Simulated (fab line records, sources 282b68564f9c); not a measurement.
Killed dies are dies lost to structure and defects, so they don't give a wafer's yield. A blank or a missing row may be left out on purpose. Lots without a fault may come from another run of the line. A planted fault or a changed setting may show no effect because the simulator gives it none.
Problem report in the 8D (eight disciplines) form, filled by code | flow rit_cmos | the parts of the form that need people (team, actions taken, sign-off) are left out

1. THE PROBLEM
PLDD_RS at RIT_SDANNEAL_RS_MEAS_06 reads a mean of 185.8 ohm/sq on 6 wafers of 2 lots; wafers without a fault read 178.5 ohm/sq with a standard deviation of 0.53. That is +14 standard deviations from the usual mean.
The step: measures by four-point-probe.
First seen on wafer L453.1, day 6 19:26, on film_metro-02. The record holds 42 wafers of 14 lots with a number at this step. Rule for "out", or "out of limits": more than 4 standard deviations from the usual mean. The other wafers with a number count as sound.

2. WHAT IT IS AND WHAT IT IS NOT
question                    | is                           | is not
which readings at this step | PLDD_RS                      | -
which lots                  | L453, L454                   | L437, L438, L441, L444, L445, L447, L448, L452, L455, L456, L458, L460
which wafers of those lots  | all that have a number       | -
read on which gauges        | film_metro-01, film_metro-02 | film_metro-04
when                        | from day 6 19:26             | up to then (24 sound wafers); but 12 sound wafers of L455, L456, L458, L460 came after

3. SUSPECTS, AND WHAT RULES EACH OUT
Counting: a tool at a process step up to the reading stays a suspect if it ran every lot that is out and no sound lot after the first of them.
- the gauge at RIT_SDANNEAL_RS_MEAS_06: ruled out. The wafers that are out were read on 2 gauges (film_metro-01, film_metro-02).
- implanter-03 at RIT_PLDD_IMPLANT_08: kept. It ran every lot that is out, first L453 (day 6 12:11), and no sound lot after that; its last sound lot up to then is L447 (day 5 03:27). Its own readings are out on those wafers: beam_energy_keV.
Left after counting: implanter-03 at RIT_PLDD_IMPLANT_08.

4. THE CAUSE (what the simulator had put in)
Process parameter drift: implanter-03, from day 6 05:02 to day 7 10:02, at RIT_PLDD_IMPLANT_08. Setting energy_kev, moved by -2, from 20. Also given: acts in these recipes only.
Counting left only this tool.

5. THE CHAIN OF EFFECTS, in route order
Each row: a reading whose mean over the struck wafers that have a number lies more than 3 standard deviations from the usual. Only readings for which the record gives a usual standard deviation are gone through. hours: the time from each lot's start at the first step in this table that gives one to its start at this step, as a median over the lots. sigmas: the change in usual standard deviations.
hours | step                    | reading         | usual        | on struck wafers | change | sigmas
0     | RIT_PLDD_IMPLANT_08     | beam_energy_keV | 20.000       | 17.997           | -2.003 | -99 or more
7     | RIT_SDANNEAL_RS_MEAS_06 | PLDD_RS         | 178.5 ohm/sq | 185.8            | +7.2   | +14
The process steps in it:
- RIT_PLDD_IMPLANT_08

6. WHAT WOULD HAVE CAUGHT IT SOONER
In this record the first reading out of limits at a measuring or inspecting step was taken at day 6 19:26, 14 hours after the fault began at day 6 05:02.
The tool's own readings at RIT_PLDD_IMPLANT_08 were out on every struck wafer that the step has a row for (beam_energy_keV): an alarm limit on them would have fired on the first of those.
All the lots that are out (2) had begun RIT_PLDD_IMPLANT_08 on implanter-03 by day 6 19:26. A hold on the tool at that time would have spared none of them.
